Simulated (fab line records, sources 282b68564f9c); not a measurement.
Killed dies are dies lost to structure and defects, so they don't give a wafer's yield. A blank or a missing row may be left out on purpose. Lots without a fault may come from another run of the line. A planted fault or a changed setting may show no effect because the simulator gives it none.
A struck lot beside a sound one | flow rit_cmos | 17 steps out of a route of 202
Sound: wafers L609.2, L609.3, L609.5. Struck: wafer L598.1. (L598.2, L598.6 of the same lot were not struck and are left out.) The cause comes at the end.
At each step with rows: each side's tool, then ch and its chambers, then its first start. Under that, the readings that differ: sound wafers | struck wafers | difference of the means | sigmas: that difference in standard deviations of wafers without a fault.
alike: readings whose means differ by less than 2 such deviations, and words and numbers that are the same on both sides. not compared: withheld readings, readings that some wafer has no value for, bounds like >300 that may hide the same value, and numbers for which the record gives no deviation and whose values overlap.
The two part at a step that has a row with sigmas, a row that says differs or no value, or rows on one side only. Numbers that don't overlap but have no deviation are shown without sigmas and don't part them. A reading that every wafer of one side lacks parts them only if that side has two wafers or more.

RIT_M1_THK_MEAS_02: measures by xrf.
  sound on film_metro-01, day 7 05:32; struck on film_metro-01, day 4 21:49
  alike: M1_AL_THK
then, 6 steps without rows for these wafers: RIT_M1_HMDS_03 (prime time 60 s); RIT_M1_COAT_04 (resist thk 1300 nm); RIT_M1_SOFTBAKE_05 (time 60 s); RIT_M1_EXPOSE_06 (exposes mask M12, target cd 2600 nm); RIT_M1_PEB_07; RIT_M1_DEVELOP_08 (develop time 68 s).
RIT_M1_CD_MEAS_09: target cd 2600 nm.
  sound on cd_sem-01, day 7 06:29; struck on cd_sem-02, day 4 22:45
  alike: cd_nm
RIT_M1_OVL_MEAS_10:
  sound on overlay-02, day 7 06:36; struck on overlay-01, day 4 22:52
  alike: M1_OVL
then, 1 step without rows for these wafers: RIT_M1_HARDBAKE_11 (time 120 s).
RIT_M1_METAL_ETCH_12: etches Al in Cl2/BCl3, stops on SiO2, time 165 s, target depth 600 nm.
  sound on rie_metal-02 ch 1, day 7 06:53; struck on rie_metal-01 ch 0, day 4 23:09
  alike: drypump_motor_current_A, oes_product_au, throttle_valve_pct
  not compared: rf_hours_counter_h
then, 1 step without rows for these wafers: RIT_M1_STRIP_13 (strips in nmp, time 600 s).
RIT_M1_STRIP_14: strips in O2, time 180 s.
  sound on plasma_asher-01 ch 0,1, day 7 07:13; struck on plasma_asher-03 ch 1, day 4 23:29
  alike: drypump_motor_current_A, rf_refl_power_W
  not compared: rf_hours_counter_h
RIT_M1_CD_MEAS_90: target cd 2600 nm.
  sound on cd_sem-01, day 7 07:25; struck on cd_sem-02, day 4 23:46
  alike: cd_nm
then, 1 step without rows for these wafers: RIT_M1_ANNEAL_15 (time 1800 s).
RIT_M1_BOW_MEAS_16:
  sound on film_metro-01, day 7 09:22; struck on film_metro-02, day 5 02:33
  alike: M1_BOW
RIT_M1_PROBE_99:
  sound on prober-02, day 7 09:31; struck on prober-02, day 5 02:40
  reading                               | sound              | struck | difference | sigmas
  defect_limited_yield (%)              | 96.6 99.2 95.1     | 89.8   | -7.2       | -6
  killed_at_M0_to_M3                    | 0 0 0              | 24     | +24        | +99 or more
  killed_dies                           | 9 2 13             | 27     | +19        | +6
  killed_on_rim                         | 2 1 1              | 8      | +7         | +5
  sort_bin_3_pad_short (%)              | 0.8 0 0.4          | 1.9    | +1.5       | +8
  sort_bin_5_function (%)               | 1.1 0.4 3.8        | 6.4    | +4.6       | +6
  sort_n_pass                           | 255 262 251        | 237    | -19        | -6
  sort_yield_pct (%)                    | 96.6 99.2 95.1     | 89.8   | -7.2       | -6
  model.etest.tester.sort_n_pass        | 255 262 251        | 237    | -19        |
  model.etest.tester.sort_yield_pct (%) | 96.59 99.24 95.08  | 89.77  | -7.20      |
  model.etest.tester.sort_bin_5_pct (%) | 1.136 0.3788 3.788 | 6.439  | +4.671     |
  alike: killed_at_front_end, killed_open, killed_short, sort_bin_6_memory

WHERE THEY PART
Only at RIT_M1_PROBE_99, within this record.

WHY: what the simulator had put in
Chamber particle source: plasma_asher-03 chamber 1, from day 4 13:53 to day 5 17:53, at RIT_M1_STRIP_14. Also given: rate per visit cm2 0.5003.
